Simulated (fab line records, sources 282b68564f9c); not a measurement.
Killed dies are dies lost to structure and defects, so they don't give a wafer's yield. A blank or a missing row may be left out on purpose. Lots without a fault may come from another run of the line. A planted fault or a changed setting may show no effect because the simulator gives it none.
A struck lot beside a sound one | flow rit_cmos | 20 steps out of a route of 202
Sound: wafers L929.1, L929.3, L929.6. Struck: wafers L939.1, L939.5, L939.6. The cause comes at the end.
At each step with rows: each side's tool, then ch and its chambers, then its first start. Under that, the readings that differ: sound wafers | struck wafers | difference of the means | sigmas: that difference in standard deviations of wafers without a fault.
alike: readings whose means differ by less than 2 such deviations, and words and numbers that are the same on both sides. not compared: withheld readings, readings that some wafer has no value for, bounds like >300 that may hide the same value, and numbers for which the record gives no deviation and whose values overlap.
The two part at a step that has a row with sigmas, a row that says differs or no value, or rows on one side only. Numbers that don't overlap but have no deviation are shown without sigmas and don't part them. A reading that every wafer of one side lacks parts them only if that side has two wafers or more.

RIT_SDANNEAL_RS_MEAS_06: measures by four-point-probe.
  sound on film_metro-01, day 3 06:56; struck on film_metro-01, day 5 06:32
  alike: PLDD_RS
RIT_SDANNEAL_RS_MEAS_07: measures by four-point-probe.
  sound on film_metro-01, day 3 07:04; struck on film_metro-01, day 5 06:40
  alike: NLDD_RS
then, 1 step without rows for these wafers: RIT_SILICIDE_WET_ETCH_00 (etches SiO2 in BOE, target depth 14 nm, time 15 s).
RIT_SILICIDE_SPUTTER_01: material Ti, target thk 30 nm, time 240 s.
  sound on pvd_sputter-02, day 3 07:11; struck on pvd_sputter-01, day 5 06:47
  alike: throttle_valve_pct
RIT_SILICIDE_RS_MEAS_02: measures by four-point-probe.
  sound on film_metro-02, day 3 07:20; struck on film_metro-04, day 5 06:56
  alike: SILICIDE_TI_RS
RIT_SILICIDE_THK_MEAS_03: measures by xrf.
  sound on film_metro-02, day 3 07:28; struck on film_metro-04, day 5 07:04
  alike: SILICIDE_TI_THK
RIT_SILICIDE_RTA_04: time 10 s, ramp up 5 s, ramp down 5 s.
  sound on rtp_anneal-01 ch 0, day 3 07:31; struck on rtp_anneal-01 ch 0, day 5 07:07
  alike: wafer_temp_C_max
then, 1 step without rows for these wafers: RIT_SILICIDE_WET_ETCH_05 (etches Ti in SPM, time 120 s).
RIT_SILICIDE_RTA_06: time 10 s, ramp up 5 s, ramp down 10 s.
  sound on rtp_anneal-02 ch 0, day 3 07:38; struck on rtp_anneal-02 ch 0, day 5 07:14
  alike: wafer_temp_C_max
RIT_CONTACT_CVD_00: deposits SiO2 from TEOS, target thk 400 nm, time 61 s.
  sound on pecvd-04 ch 0,1,2, day 3 07:41; struck on pecvd-02 ch 0,2, day 5 07:18
  alike: heater_power_w
RIT_CONTACT_THK_MEAS_01:
  sound on film_metro-04, day 3 07:44; struck on film_metro-04, day 5 07:21
  alike: CONTACT_TEOS_THK
then, 1 step without rows for these wafers: RIT_CONTACT_HMDS_02 (prime time 60 s).
RIT_CONTACT_COAT_03: resist thk 1000 nm.
  sound on litho_track-03 ch 0, day 3 07:57; struck on litho_track-03, day 5 07:34
  no value came back on the struck wafers for chill_plate_temp_C (C), dispense_pressure_kPa (kPa); on the sound wafers chill_plate_temp_C (C) reads 23.05 22.99 23.08
then, 4 steps without rows for these wafers: RIT_CONTACT_SOFTBAKE_04 (time 60 s); RIT_CONTACT_EXPOSE_05 (exposes mask M11, target cd 1000 nm); RIT_CONTACT_PEB_06; RIT_CONTACT_DEVELOP_07 (develop time 120 s).
RIT_CONTACT_CD_MEAS_08: target cd 1000 nm.
  sound on cd_sem-01, day 3 08:46; struck on cd_sem-02, day 5 08:30
  reading    | sound              | struck | difference                    | sigmas
  cd_nm (nm) | 999.3 1000.2 999.1 | - - -  | no value on the struck wafers |
RIT_CONTACT_OVL_MEAS_09:
  sound on overlay-01, day 3 08:53; struck on overlay-01, day 5 08:37
  reading          | sound        | struck | difference                    | sigmas
  CONTACT_OVL (nm) | 0.7 0.5 -0.3 | - - -  | no value on the struck wafers |
RIT_M1_PROBE_99:
  sound on prober-01, day 3 14:11; struck on prober-01, day 5 13:48
  reading            | sound  | struck      | difference | sigmas
  killed_at_contacts | 0 1 0  | 259 256 252 | +255       | +99 or more
  killed_dies        | 12 8 7 | 264 264 264 | +255       | +77
  killed_on_rim      | 3 2 2  | 70 70 70    | +68        | +48
  alike: killed_at_front_end, killed_open, killed_short

WHERE THEY PART
First at RIT_CONTACT_COAT_03; last, within this record, at RIT_M1_PROBE_99.

WHY: what the simulator had put in
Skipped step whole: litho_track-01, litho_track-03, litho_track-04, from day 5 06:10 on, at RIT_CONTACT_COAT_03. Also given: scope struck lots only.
